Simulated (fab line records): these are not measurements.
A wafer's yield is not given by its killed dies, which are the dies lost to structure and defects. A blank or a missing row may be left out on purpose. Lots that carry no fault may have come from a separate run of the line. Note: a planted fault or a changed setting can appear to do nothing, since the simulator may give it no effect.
Struck lot and sound lot, side by side + flow berkeleyCmos170 + 14 out of 331 route steps
Sound: the wafers L148.1, L148.3, L148.5. Struck: wafers L158.1, L158.3, L158.6. The cause comes at the end.
Order at every step that has rows: each side's tool, ch and its chambers, its first start. Under that, the readings that differ: sound wafers + struck wafers + difference of the means + sigmas: that difference in standard deviations of wafers without a fault.
alike: words and numbers the same on both sides, and readings whose means are apart by under 2 such deviations; not compared: readings that were withheld, readings missing a value for some wafer, numbers with overlapping values and no deviation given by the record, and bounds like >300 which may hide the same value.
Wherever a step has rows on one side only, a row that says differs or no value, or a row with sigmas, the two part there. When numbers do not overlap yet have no deviation, they are printed without sigmas and do not part them. A reading missing from all wafers of one side parts the sides only when that side holds two or more wafers.

UCB170_M2_SPUTTER_01: material Al, target thk 900 nm, time 120 s.
  sound: pvdSputter-02 at day 9 13:27; struck: pvdSputter-01 at day 11 13:38
  alike: throttleValvePct
UCB170_M2_RS_MEAS_02: uses a four-point probe to measure.
  sound: filmMetro-02 at day 9 13:32; struck: filmMetro-03 at day 11 13:43
  alike: M2_AL_RS
UCB170_M2_THK_MEAS_03: measures by xrf.
  sound: filmMetro-02 at day 9 13:40; struck: filmMetro-03 at day 11 13:50
  alike: M2_AL_THK
then, 3 steps without rows for these wafers: UCB170_M2_HMDS_04 (prime time 60 s); UCB170_M2_COAT_05 (resist thk 900 nm); UCB170_M2_SOFTBAKE_06 (time 60 s).
UCB170_M2_STRIP_07: strips in O2.
  sound on plasmaAsher-03 ch 0,1, day 9 14:32; struck on plasmaAsher-03 ch 1, day 11 14:21
  alike: drypumpMotorCurrentA, o2FlowSccm, oesProductAu, stripTimeToEndpointS
  not compared: rfHoursCounterH
then, 5 steps without rows for these wafers: UCB170_M2_STRIP_08 (strips KrF in DMSO, time 600 s); UCB170_M2_COAT_09; UCB170_M2_COAT_10 (resist thk 900 nm); UCB170_M2_SOFTBAKE_11 (time 60 s); UCB170_M2_EXPOSE_12 (exposes mask METAL2, target cd 700 nm).
UCB170_M2_PEB_13:
  sound on lithoTrack-03 ch 0, day 9 15:41; struck on lithoTrack-02, day 11 16:10
  no value came back on the struck wafers for chillPlateTempC (C), exhaustPa (Pa); on the sound wafers chillPlateTempC (C) reads 23.23 22.94 23.14
then, 1 step without rows for these wafers: UCB170_M2_DEVELOP_14 (develop time 45 s).

WHERE THEY PART
UCB170_M2_PEB_13 only, going by this record.

WHY: whatever the simulator had introduced
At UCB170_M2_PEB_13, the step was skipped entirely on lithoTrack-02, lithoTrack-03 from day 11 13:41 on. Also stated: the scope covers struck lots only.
